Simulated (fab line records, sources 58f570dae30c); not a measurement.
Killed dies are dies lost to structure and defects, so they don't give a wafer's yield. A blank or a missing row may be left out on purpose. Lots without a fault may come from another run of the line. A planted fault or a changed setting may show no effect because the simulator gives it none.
Problem report in the 8D (eight disciplines) form, filled by code | flow berkeley_cmos170 | the parts of the form that need people (team, actions taken, sign-off) are left out

1. THE PROBLEM
PWELL_NITRIDE_THK at UCB170_PWELL_THK_MEAS_06 reads a mean of 183.1 nm on 9 wafers of 3 lots; wafers without a fault read 220.3 nm with a standard deviation of 2.1. That is -18 standard deviations from the usual mean.
First seen on wafer L325.2, day 6 04:43, on film_metro-02. The record holds 45 wafers of 15 lots with a number at this step. Rule for "out", or "out of limits": more than 4 standard deviations from the usual mean. The other wafers with a number count as sound.

2. WHAT IT IS AND WHAT IT IS NOT
question                    | is                           | is not
which readings at this step | PWELL_NITRIDE_THK            | -
which lots                  | L325, L327, L330             | L309, L310, L312, L313, L314, L316, L318, L319, L321, L328, L331, L332
which wafers of those lots  | all that have a number       | -
read on which gauges        | film_metro-02, film_metro-04 | film_metro-03
when                        | from day 6 04:43             | up to then (27 sound wafers); but 9 sound wafers of L328, L331, L332 came after

3. SUSPECTS, AND WHAT RULES EACH OUT
Counting: a tool at a process step up to the reading stays a suspect if it ran every lot that is out and no sound lot after the first of them.
- the gauge at UCB170_PWELL_THK_MEAS_06: ruled out. The wafers that are out were read on 2 gauges (film_metro-02, film_metro-04).
- lpcvd-01 at UCB170_PWELL_CVD_05 (deposits Si3N4 from SiH2Cl2/NH3, target thk 220 nm, time 3300 s): kept. It ran every lot that is out, first L325 (day 6 02:47), and no sound lot after that; its last sound lot up to then is L321 (day 5 08:19).
Left after counting: lpcvd-01 at UCB170_PWELL_CVD_05.

4. THE CAUSE (what the simulator had put in)
Process parameter drift: lpcvd-01, from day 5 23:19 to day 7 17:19, at UCB170_PWELL_CVD_05. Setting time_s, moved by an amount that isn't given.
Counting left only this tool.

5. THE CHAIN OF EFFECTS, in route order
Each row: a reading whose mean over the struck wafers that have a number lies more than 3 standard deviations from the usual. Only readings for which the record gives a usual standard deviation are gone through. hours: the time from each lot's start at the first step in this table that gives one to its start at this step, as a median over the lots. sigmas: the change in usual standard deviations.
hours | step                     | reading           | usual      | on struck wafers | change | sigmas
0     | UCB170_PWELL_THK_MEAS_06 | PWELL_NITRIDE_THK | 220.3 nm   | 183.1            | -37.2  | -18
1     | UCB170_PWELL_ETCH_14     | oes_product_au    | 0.940 a.u. | 0.848            | -0.092 | -7.1
The process steps in it:
- UCB170_PWELL_ETCH_14: etches Si3N4 in CH3F/Ar/O2, stops on SiO2, target depth 242 nm, time 151 s.

6. WHAT WOULD HAVE CAUGHT IT SOONER
In this record the first reading out of limits at a measuring or inspecting step was taken at day 6 04:43, 5 hours after the fault began at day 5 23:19.
Of the tool readings at UCB170_PWELL_CVD_05 for which the record gives a usual standard deviation, none was out on any struck wafer, so an alarm limit of 4 standard deviations on them would not have fired.
Of the lots that are out (3), L327, L330 began UCB170_PWELL_CVD_05 on lpcvd-01 after day 6 04:43. A hold on the tool at that time would have spared those 2.
